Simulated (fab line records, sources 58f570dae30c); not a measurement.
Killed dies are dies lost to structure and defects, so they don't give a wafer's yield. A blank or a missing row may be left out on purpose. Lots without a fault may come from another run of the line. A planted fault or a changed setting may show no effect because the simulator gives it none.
fab line records | flow berkeley_cmos170
record lots=14 wafers=42 last_day=10
route steps=331 shown NVT@109
lots that met no fault: from a run of the same line without faults
start_h: hours from the record's first day to the start of the lot's first wafer shown | wait_h: hours since the lot's step before | " the same as in the row above | L1.1+2: a row that stands for several wafers | - no value, or no start given | * or withheld: withheld | < > ~ a bound
route shown NAME@n: a module of which the file shows steps, and the number in the route of the first | usual: mean/standard deviation of fault-free wafers | same: alike in all rows | chamber/n: place in a boat | sites: the reading at each site | _std_site: their standard deviation | _edge_site: outer sites' mean less inner sites' | radius_mm: how far each site lies from the wafer's centre | mask NAME#n: copy n | behind: the tool/chamber that last shaped the wafer | hold: why the lot was held/for how many hours/how that ended | device: the transistor (n, p or np) that didn't switch | end of line: the same wafers' tests at the end of the route | a step without rows: its recipe alone | killed: dies lost to structure and defects at the first sort, not the wafer's yield | map: a wafer's dies, x killed, . not, _ none there
set.NAME: the setting as run; set.NAME@STEP: as run at that earlier step | model.NAME: the simulator's own value behind a step, which no gauge read
steps of the route over a sample of lots; a table a step, a row a wafer
## steps
# step UCB170_NVT_DEVELOP_05
# recipe developer=TMAH develop_time_s=45 resist=KrF dev_temp_c=21
# usual chill_plate_temp_C=23.02/0.095 develop_time_s=45/0 resist_line_temp_C=22.97/0.12
# columns lot.wafer tool chamber start_h wait_h chill_plate_temp_C develop_time_s resist_line_temp_C
L688.2 litho_track-01 0 114 - 22.82 45 23.02
L688.3 " 0 " " 23.02 45 23.11
L688.4 " 0 " " 22.91 45 23.13
L690.1 litho_track-03 0 121 - 22.93 45 22.94
L690.3 " 0 " " 22.94 45 23.00
L690.5 " 0 " " 23.07 45 23.10
L691.1 litho_track-03 0 132 - 23.05 45 22.79
L691.4 " 0 " " 22.87 45 22.87
L691.6 " 0 " " 23.01 45 22.93
L692.4 litho_track-02 0 132 - 22.91 45 23.08
L692.5 " 0 " " 23.03 45 22.99
L692.6 " 0 " " 22.98 45 22.91
L693.2 litho_track-01 0 132 - 23.01 45 22.89
L693.3 " 0 " " 23.17 45 22.74
L693.6 " 0 " " 23.00 45 22.86
L694.2 litho_track-03 0 147 - 23.06 45 23.05
L694.4 " 0 " " 23.10 45 23.05
L694.6 " 0 " " 23.14 45 22.88
L697.1 litho_track-01 0 157 - 22.84 45 23.00
L697.2 " 0 158 - 22.92 45 23.10
L697.3 " 0 " " 22.89 45 23.08
L699.2 litho_track-02 0 167 - 22.99 45 23.09
L699.4 " 0 " " 22.92 45 23.16
L699.5 " 0 " " 22.96 45 23.22
L698.3 litho_track-01 0 167 - 22.92 45 23.03
L698.4 " 0 " " 23.00 45 22.97
L698.5 " 0 " " 23.07 45 22.95
L700.4 litho_track-01 0 172 - 23.03 45 23.10
L700.5 " 0 " " 23.14 45 22.91
L700.6 " 0 " " 23.10 45 22.86
L701.3 litho_track-02 0 172 - 23.02 45 23.06
L701.5 " 0 173 - 22.97 45 23.13
L701.6 " 0 " " 22.88 45 23.12
L704.3 litho_track-03 - 186 - - - -
L704.5 " - " " - - -
L704.6 " - " " - - -
L703.1 litho_track-02 - 186 - - - -
L703.3 " - " " - - -
L703.5 " - 187 - - - -
L702.4 litho_track-03 0 187 - 22.90 45 22.83
L702.5 " 0 " " 22.98 45 22.93
L702.6 " 0 " " 22.85 45 22.78
## key
first_sign step=UCB170_NVT_DEVELOP_05 reading=tool_record direction=missing
effect none on later readings
met_at UCB170_NVT_DEVELOP_05
struck_lots L703,L704
sort_left_out L703.1,L703.3,L703.5,L704.3,L704.5,L704.6
tester_left_out L703,L704
fault kind=skipped_step_whole tool=litho_track-02,litho_track-03 chamber=- onset_h=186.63 steps=UCB170_NVT_DEVELOP_05 scope=struck_lots_only
# tester_left_out: of these lots the tester's yield and bins aren't shown, on N5 and GAA mostly nor the transistor test; their killed dies are dies lost to structure and defects alone, not to doping, threshold or leakage, so they don't give the yield
# sort_left_out: the simulated sort isn't trusted on such a fault, so these wafers' sort isn't shown, and their yield isn't known
